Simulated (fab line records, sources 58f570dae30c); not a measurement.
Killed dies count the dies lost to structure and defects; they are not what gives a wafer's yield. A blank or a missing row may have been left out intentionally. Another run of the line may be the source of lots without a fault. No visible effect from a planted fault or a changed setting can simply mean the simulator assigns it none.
Chamber matching ; flow berkeleyCmos170 ; UCB170_V2_CMP_02 on cmp-01: 4 sister chambers
The step polishes SiO2. 16 wafers are shown with their chamber, then 8 later ones without.

WAFERS PAIRED WITH THEIR CHAMBERS
wafer;chamber;motorCurrentA (A);slurryFilterDpKPa (kPa)
L901.1;1;18.9;13.58
L901.2;3;16.7;13.55
L901.4;2;14.2;13.40
L903.2;3;16.8;13.45
L903.5;1;19.3;13.39
L903.6;2;14.1;13.71
L907.2;1;19.2;13.54
L907.3;0;14.2;13.61
L907.6;0;14.2;13.37
L908.1;1;18.1;13.57
L908.3;3;16.4;13.47
L908.4;0;14.3;13.43
L911.1;3;17.0;13.53
L911.5;3;17.1;13.62
L911.6;0;14.2;13.70
L912.2;2;14.1;13.61

SIGNATURES (means of the wafers above)
reading;chamber 0;chamber 1;chamber 2;chamber 3;scatter within a chamber
motorCurrentA;14.225;18.875;14.133;16.800;0.316
slurryFilterDpKPa;13.5275;13.5200;13.5733;13.5240;0.116
Rule: distance of a wafer from a chamber = root of the sum over the readings of ((wafer's reading minus chamber's mean) / reading's scatter) squared. If the next closest chamber is less than 2 further off than the closest, the wafer can't be placed; otherwise it belongs to the closest. The scatter is the square root of a quotient: the sum, over the shown wafers, of each reading's squared deviation from its chamber's mean, divided by wafers minus chambers.

WAFERS MISSING THEIR CHAMBER
wafer;motorCurrentA (A);slurryFilterDpKPa (kPa)
L912.3;19.2;13.46
L912.5;15.4;13.47
L918.2;14.2;13.68
L918.3;16.2;13.31
L918.4;14.5;13.54
L921.1;14.5;13.36
L921.2;17.1;13.54
L921.4;19.5;13.63

THE CHAMBER EACH PASSED THROUGH
wafer;from the rows above;in truth
L912.3;1;1
L912.5;can't be placed: 0 or 2 or 3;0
L918.2;can't be placed: 2 or 0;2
L918.3;3;3
L918.4;can't be placed: 0 or 2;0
L921.1;can't be placed: 0 or 2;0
L921.2;3;3
L921.4;1;1
4 of 8 placed correctly. Not placeable from these rows: 4 (in 4, the candidates include the true chamber). Placed wrongly: 0.
